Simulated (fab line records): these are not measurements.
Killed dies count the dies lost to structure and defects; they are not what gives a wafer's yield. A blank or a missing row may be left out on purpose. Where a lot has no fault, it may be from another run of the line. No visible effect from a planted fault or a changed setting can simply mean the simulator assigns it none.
The tool behind it: which one? | flow rit cmos | 13 lots, 39 wafers sampled, at 2 steps of a route of 202

== WHAT EACH GAUGE READ, for each wafer ==
Not one reading of a measure or inspect step in the record can be checked against a usual standard deviation.

== WHAT TOOL EACH LOT RAN ON (gives the tool, then ch and the chambers of the sampled wafers, and finally the start) ==
lot  | RIT_CONTACT_CVD_00             | RIT_M1_PROBE_99
L515 | pecvd-04 ch 0,1,2, day 3 05:32 | prober-02, day 3 12:04
L516 | pecvd-03 ch 1,2, day 3 07:34   | -
L517 | pecvd-01 ch 0,2, day 3 11:43   | -
L518 | pecvd-04 ch 1,2, day 3 17:14   | -
L519 | pecvd-03 ch 0,2, day 3 21:51   | -
L521 | pecvd-04 ch 1,2, day 4 08:43   | -
L526 | pecvd-01 ch 0,2, day 5 15:11   | -
L528 | pecvd-03 ch 0,1,2, day 5 23:53 | -
L530 | pecvd-04 ch 0,2, day 6 06:53   | prober-02, day 6 13:21
L531 | pecvd-03 ch 1,2, day 6 11:41   | -
L533 | pecvd-04 ch 0,1, day 6 20:28   | -
L534 | pecvd-03 ch 1,2, day 7 02:27   | -
L537 | pecvd-03 ch 0,1,2, day 7 15:49 | -
- RIT_CONTACT_CVD_00: deposits SiO2 from TEOS, target thk 400 nm, time 59.47 s.
- RIT_M1_PROBE_99

== WHAT THE TOOLS THEMSELVES READ (means of the sampled wafers that have a number; where no wafer has one, the mark that the record gives instead) ==
RIT_CONTACT_CVD_00.
lot  | tool     | heater power w (W) | rf fwd power W (W)
L515 | pecvd-04 | 290                | 396.0
L516 | pecvd-03 | 370                | 395.4
L517 | pecvd-01 | 269                | 396.9
L518 | pecvd-04 | 318                | 393.5
L519 | pecvd-03 | 365                | 396.0
L521 | pecvd-04 | 304                | 397.1
L526 | pecvd-01 | 253                | 430.3
L528 | pecvd-03 | 364                | 397.4
L530 | pecvd-04 | 254                | 396.3
L531 | pecvd-03 | 390                | 396.6
L533 | pecvd-04 | 283                | 395.0
L534 | pecvd-03 | 361                | 396.7
L537 | pecvd-03 | 348                | 395.7

RIT_M1_PROBE_99.
lot  | tool      | killed_at_M0_to_M3 | killed at contacts | killed at front end | killed dies | killed open | killed short
L515 | prober-02 | 0.0                | 0.3                | 9.3                 | 9.7         | 4.0         | 5.7
L530 | prober-02 | 0.0                | 0.0                | 6.3                 | 6.3         | 2.3         | 4.0

== THE ANSWER, worked out from the rows above alone ==
Rule: usual is defined by the lots themselves. Put in order of their means at a reading, lots are off if they are a third of the lots or fewer, leave a main group of 4 or more, and stand apart from it by a gap of 3 or more times the standard deviation of the main group's means; of several such gaps the widest counts. A main group whose means are all the same, to the digits that the tables above print for the reading, isn't used. A lot without any number at a reading at which 4 lots or more have one is off too. Where the step has rows for the other lots, those lots are counted as sound. The gauges are gone through in route order, then the tools' own readings, and for those a lot's mean is taken as printed above. At the first step where some lot is off, the reading lying furthest off is the one used; lots without a number count as furthest.
Off: L526, at RIT_CONTACT_CVD_00 (rf fwd power W). The main group has a mean of 396.1 W with a standard deviation of 1.
If a tool, at that step or one of the process steps before it, ran each lot that is off and ran no sound lot following the first of them, it fits. One fits: RIT_CONTACT_CVD_00 on pecvd-01. A fault onset in the window from L517 (day 3 11:43, its last sound lot) to L526 (day 5 15:11, its first lot off) fits.
The tool's own readings at RIT_CONTACT_CVD_00 bear it out: on the lots that are off they differ by more than 5 times the standard deviation of the sound lots' means. rf fwd power W reads 430.3 W there against 396.1 W on the sound lots.

== WHAT THE SIMULATOR PUT IN ==
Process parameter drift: pecvd-01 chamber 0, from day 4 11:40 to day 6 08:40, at RIT_CONTACT_CVD_00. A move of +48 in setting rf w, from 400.
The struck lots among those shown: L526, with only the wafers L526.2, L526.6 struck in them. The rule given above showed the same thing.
